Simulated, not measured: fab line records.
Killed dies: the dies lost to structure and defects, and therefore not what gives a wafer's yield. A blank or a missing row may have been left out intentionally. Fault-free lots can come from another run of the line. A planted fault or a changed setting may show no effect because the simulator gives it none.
Which tool is to blame?    flow berkeley cmos170    14 lots with 42 wafers sampled at 4 steps, on a route of 331 steps

WHAT THE GAUGES SHOWED, per wafer
UCB170_NVT_TW_MEAS_09. Usual: for NVT_TW the level is 518 and the standard deviation is 5.1.
lot   measured      on             NVT_TW       flag
L785  day 6 00:56   film metro-01  521 524 524  
L784  day 6 01:11   film metro-04  515 514 516  
L786  day 6 06:54   film metro-01  524 520 523  
L788  day 6 07:01   film metro-04  516 513 514  
L787  day 6 07:15   film metro-03  523 522 521  
L789  day 6 14:05   film metro-01  520 524 524  
L790  day 6 14:19   film metro-01  523 523 525  
L801  day 9 01:10   film metro-01  523 527 522  
L800  day 9 01:23   film metro-04  509 512 513  
L802  day 9 08:13   film metro-04  514 512 515  
L803  day 9 17:15   film metro-04  513 513 511  
L807  day 10 08:55  film metro-01  520 520 521  
L805  day 10 09:10  film metro-04  514 508 511  
L804  day 10 09:14  film metro-04  513 510 512  

UCB170_GATE_CD_MEAS_90: target cd 350 nm. Usual: cd nm reads 350.3 nm (standard deviation 1.4).
lot   measured      on         cd nm (nm)         flag
L785  day 6 15:33   cd sem-02  351.6 351.8 353.0  
L784  day 6 15:49   cd sem-01  349.9 348.6 349.1  
L786  day 6 22:01   cd sem-01  350.1 349.2 348.2  
L788  day 6 21:41   cd sem-02  349.6 350.8 349.6  
L787  day 6 22:14   cd sem-02  349.9 349.4 350.0  
L789  day 7 02:01   cd sem-02  350.5 350.1 349.9  
L790  day 7 01:41   cd sem-01  351.1 352.5 352.7  
L801  day 9 18:49   cd sem-02  347.9 350.6 349.6  
L800  day 9 18:10   cd sem-02  350.7 350.7 348.9  
L802  day 9 20:27   cd sem-02  352.4 352.8 350.3  
L803  day 10 08:49  cd sem-02  349.0 349.1 350.6  
L807  day 11 00:50  cd sem-01  353.6 352.2 352.1  
L805  day 11 01:11  cd sem-02  348.2 348.6 348.4  
L804  day 11 01:07  cd sem-01  351.0 348.9 349.9  

EACH LOT AND THE TOOL THAT RAN IT (in order: tool; ch and the chambers of the sampled wafers; start)
lot   UCB170_GATE_OXIDATION_01       UCB170_GATE_ETCH_14
L785  furnace-03 ch 0, day 6 06:24   rie diel-04 ch 0,1,3, day 6 15:22
L784  furnace-03 ch 0, day 6 06:24   rie diel-02 ch 0,1,2, day 6 15:38
L786  furnace-04 ch 0, day 6 11:47   rie diel-01 ch 0,2,3, day 6 21:46
L788  furnace-04 ch 0, day 6 11:47   rie diel-02 ch 0,2, day 6 21:29
L787  furnace-04 ch 0, day 6 11:47   rie diel-02 ch 0,1, day 6 22:02
L789  furnace-02 ch 0, day 6 17:52   rie diel-02 ch 0,1, day 7 01:47
L790  furnace-02 ch 0, day 6 17:52   rie diel-04 ch 1,2,3, day 7 01:30
L801  furnace-02, day 9 09:04        rie diel-02 ch 1,2,3, day 9 18:35
L800  furnace-02, day 9 09:04        rie diel-01 ch 0,1, day 9 17:58
L802  furnace-04 ch 0, day 9 12:08   rie diel-02 ch 2,3, day 9 20:14
L803  furnace-02 ch 0, day 9 21:35   rie diel-04 ch 1,3, day 10 08:36
L807  furnace-02 ch 0, day 10 14:52  rie diel-04 ch 1,2, day 11 00:37
L805  furnace-02 ch 0, day 10 14:52  rie diel-04 ch 1,3, day 11 00:57
L804  furnace-02 ch 0, day 10 14:52  rie diel-02 ch 1,2, day 11 00:53
- UCB170_GATE_OXIDATION_01: target thk 6.6 nm, ox time 1887 s.
- UCB170_GATE_ETCH_14: etches BARC in N2/H2.

WHAT THE TOOLS THEMSELVES READ (means of the sampled wafers that have a number; where no wafer has one, the mark that the record gives instead)
UCB170_GATE_OXIDATION_01. Usual: ox temp c 850.0 C, standard deviation 0.38; ox temp c max 853.5, standard deviation 0.91.
lot   tool        ox temp c (C)  ox temp c max  flag
L785  furnace-03  850.1          855.1          
L784  furnace-03  850.1          854.5          
L786  furnace-04  849.7          851.9          
L788  furnace-04  850.1          853.0          
L787  furnace-04  850.1          852.8          
L789  furnace-02  849.9          853.5          
L790  furnace-02  849.9          854.0          
L801  furnace-02  -              -              OFF
L800  furnace-02  -              -              OFF
L802  furnace-04  849.8          852.7          
L803  furnace-02  850.3          854.0          
L807  furnace-02  850.3          853.6          
L805  furnace-02  849.8          853.1          
L804  furnace-02  849.7          852.6          

UCB170_GATE_ETCH_14. Usual: drypump motor current A 5.9 A, standard deviation 0.45; oes product au 1.010 a.u., standard deviation 0.023; throttle valve pct 13.25 %, standard deviation 0.25.
lot   tool         drypump motor current A (A)  oes product au (a.u.)  throttle valve pct (%)  flag
L785  rie diel-04  6.5                          1.018                  13.18                   
L784  rie diel-02  5.6                          1.016                  13.29                   
L786  rie diel-01  5.8                          1.012                  13.30                   
L788  rie diel-02  5.6                          1.008                  13.36                   
L787  rie diel-02  5.6                          1.022                  13.03                   
L789  rie diel-02  5.6                          1.024                  13.04                   
L790  rie diel-04  6.1                          1.006                  13.23                   
L801  rie diel-02  5.8                          0.996                  13.22                   
L800  rie diel-01  6.0                          1.016                  13.30                   
L802  rie diel-02  6.1                          0.983                  13.21                   
L803  rie diel-04  6.6                          0.995                  13.13                   
L807  rie diel-04  6.1                          0.996                  13.29                   
L805  rie diel-04  6.5                          0.989                  13.20                   
L804  rie diel-02  5.5                          1.007                  13.48                   

THE ANSWER, worked out from the rows above alone
Rule: take the mean of a lot's wafers that have a number; if it is more than 3 standard deviations from the usual mean, the lot is off. Also off: a lot with no number at a reading for which 4 or more lots have one. The other lots that the step has rows for count as sound. First the gauges in route order, then the tools' own readings, where a lot's mean is used as printed above. At the first step where some lot is off, the reading lying furthest off is the one used; lots without a number count as furthest.
Off, at UCB170_GATE_OXIDATION_01 on ox temp c: L801, L800. Without a number there: L801, L800.
If a tool, at that step or one of the process steps before it, ran each lot that is off and ran no sound lot following the first of them, it fits. No candidate that was tried fits.

WHAT THE SIMULATOR HAD PUT IN
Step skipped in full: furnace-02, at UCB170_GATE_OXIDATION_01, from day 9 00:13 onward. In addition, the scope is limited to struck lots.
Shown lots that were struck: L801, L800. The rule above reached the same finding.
